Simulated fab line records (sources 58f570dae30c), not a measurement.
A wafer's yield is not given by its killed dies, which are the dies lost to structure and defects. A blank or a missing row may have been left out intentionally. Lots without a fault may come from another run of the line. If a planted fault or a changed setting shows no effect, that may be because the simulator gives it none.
Problem report, 8D (eight disciplines) form, completed by code :: flow berkeley cmos170 :: the parts of the form that need people (team, actions taken, sign-off) are left out

1. WHAT IS WRONG
At UCB170_GATE_SOFTBAKE_08, run length s averages 87.65 s over 6 wafers from 2 lots, while fault-free wafers read 89.17 s, standard deviation 0.13. That puts it -12 standard deviations away from the usual mean.
The step: time 60 s.
Earliest sighting: wafer L600.1 on litho track-01 at day 8 13:00. The record holds 42 wafers of 14 lots with a number at this step. The rule behind "out" and "out of limits": a value lying over 4 standard deviations away from the usual mean. Any other wafer with a number is counted as sound.

2. WHAT IT IS, AND WHAT IT ISN'T
question: which readings at this step
is: run length s, heater power total W
is not: chill plate temp C

question: which lots
is: L598, L600
is not: L586, L587, L588, L590, L593, L594, L597, L599, L603, L605, L607, L608

question: which wafers of those lots
is: all that have a number
is not: -

question: read on which tools
is: litho track-01
is not: litho track-02, litho track-04

question: when
is: from day 8 13:00
is not: up to then (21 sound wafers); but 15 sound wafers of L599, L603, L605, L607, L608 came after

3. SUSPECTS, AND WHAT RULES EACH OUT
Counting: a tool stays on the suspect list if, at a process step up to the reading, it processed all lots that are out and no sound lot following the first of them.
- litho track-01 at UCB170_GATE_SOFTBAKE_08 (time 60 s): kept. It processed each lot that is out, first L600 at day 8 13:00, and no sound lot thereafter; up to then, the last sound lot it processed was L593 at day 7 10:00. Its own readings are out on those wafers: heater power total W, run length s.
The count leaves litho track-01 at UCB170_GATE_SOFTBAKE_08.

4. THE CAUSE (what the simulator had put in)
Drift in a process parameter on litho track-01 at UCB170_GATE_SOFTBAKE_08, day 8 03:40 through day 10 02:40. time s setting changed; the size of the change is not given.
Counting left only this tool.

5. SEQUENCE OF EFFECTS, ordered by route
Each row: a reading whose mean over the struck wafers that have a number lies more than 3 standard deviations from the usual. Only readings for which the record gives a usual standard deviation are gone through. hours: the time from each lot's start at the first step in this table that gives one to its start at this step, as a median over the lots. sigmas: the change in usual standard deviations.
hours: 0
step: UCB170_GATE_SOFTBAKE_08
reading: heater power total W
usual: 56.80 W
on struck wafers: 57.20
change: +0.41
sigmas: +8.3

hours: 0
step: UCB170_GATE_SOFTBAKE_08
reading: run length s
usual: 89.17 s
on struck wafers: 87.65
change: -1.52
sigmas: -12
Here are the process steps it includes:
- UCB170_GATE_SOFTBAKE_08: time 60 s.

6. HOW IT WOULD HAVE BEEN CAUGHT EARLIER
9 hours passed between the start of the fault at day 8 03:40 and the first reading out of limits in this record, taken at day 8 13:00.
